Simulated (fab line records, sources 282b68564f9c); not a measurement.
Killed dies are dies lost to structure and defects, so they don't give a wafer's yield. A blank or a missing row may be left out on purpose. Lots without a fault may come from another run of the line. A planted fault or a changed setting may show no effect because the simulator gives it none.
A struck lot beside a sound one | flow rit_cmos | 15 steps out of a route of 202
Sound: wafers L579.1, L579.3, L579.5. Struck: wafers L590.1, L590.2, L590.5. The cause comes at the end.
At each step with rows: each side's tool, then ch and its chambers, then its first start. Under that, the readings that differ: sound wafers | struck wafers | difference of the means | sigmas: that difference in standard deviations of wafers without a fault.
alike: readings whose means differ by less than 2 such deviations, and words and numbers that are the same on both sides. not compared: withheld readings, readings that some wafer has no value for, bounds like >300 that may hide the same value, and numbers for which the record gives no deviation and whose values overlap.
The two part at a step that has a row with sigmas, a row that says differs or no value, or rows on one side only. Numbers that don't overlap but have no deviation are shown without sigmas and don't part them. A reading that every wafer of one side lacks parts them only if that side has two wafers or more.

RIT_CONTACT_STRIP_12: strips in O2, time 180 s.
  sound on plasma_asher-02 ch 0,1, day 4 10:25; struck on plasma_asher-01 ch 0,1, day 6 18:16
  alike: drypump_motor_current_A
  not compared: rf_hours_counter_h
RIT_CONTACT_CD_MEAS_90: target cd 1000 nm.
  sound on cd_sem-01, day 4 10:35; struck on cd_sem-02, day 6 18:26
  alike: cd_nm
then, 2 steps without rows for these wafers: RIT_CONTACT_CLEAN_13 (cleans in SC1, time 600 s); RIT_CONTACT_CLEAN_14 (cleans in SC2, time 600 s).
RIT_M1_SPUTTER_00: material Al, target thk 400 nm, time 500 s.
  sound on pvd_sputter-03, day 4 11:04; struck on pvd_sputter-04, day 6 18:56
  alike: throttle_valve_pct
RIT_M1_RS_MEAS_01: measures by four-point-probe.
  sound on film_metro-02, day 4 11:22; struck on film_metro-03, day 6 19:14
  alike: M1_AL_RS
RIT_M1_THK_MEAS_02: measures by xrf.
  sound on film_metro-02, day 4 11:29; struck on film_metro-03, day 6 19:22
  alike: M1_AL_THK
then, 5 steps without rows for these wafers: RIT_M1_HMDS_03 (prime time 60 s); RIT_M1_COAT_04 (resist thk 1300 nm); RIT_M1_SOFTBAKE_05 (time 60 s); RIT_M1_EXPOSE_06 (exposes mask M12, target cd 2600 nm); RIT_M1_PEB_07.
RIT_M1_DEVELOP_08: develop time 64.68 s.
  sound on litho_track-02 ch 0, day 4 12:00; struck on litho_track-04 ch 0, day 6 20:00
  reading              | sound             | struck            | difference | sigmas
  developer_temp_C (C) | 23.02 23.10 22.84 | 23.57 23.56 23.57 | +0.58      | +5
RIT_M1_CD_MEAS_09: target cd 2600 nm.
  sound on cd_sem-02, day 4 12:33; struck on cd_sem-01, day 6 20:26
  alike: cd_nm
RIT_M1_PROBE_99:
  sound on prober-02, day 4 16:40; struck on prober-02, day 6 23:07
  alike: defect_limited_yield, killed_at_contacts, killed_at_front_end, killed_dies, killed_open, killed_short, sort_bin_3_pad_short, sort_bin_5_function, sort_bin_6_memory, sort_n_pass, sort_yield_pct

WHERE THEY PART
Only at RIT_M1_DEVELOP_08, within this record. Later steps at which nothing parts them and some readings are alike: RIT_M1_CD_MEAS_09, RIT_M1_PROBE_99.

WHY: what the simulator had put in
Process parameter drift: litho_track-04, from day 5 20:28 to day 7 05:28, at RIT_M1_DEVELOP_08. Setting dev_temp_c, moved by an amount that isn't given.
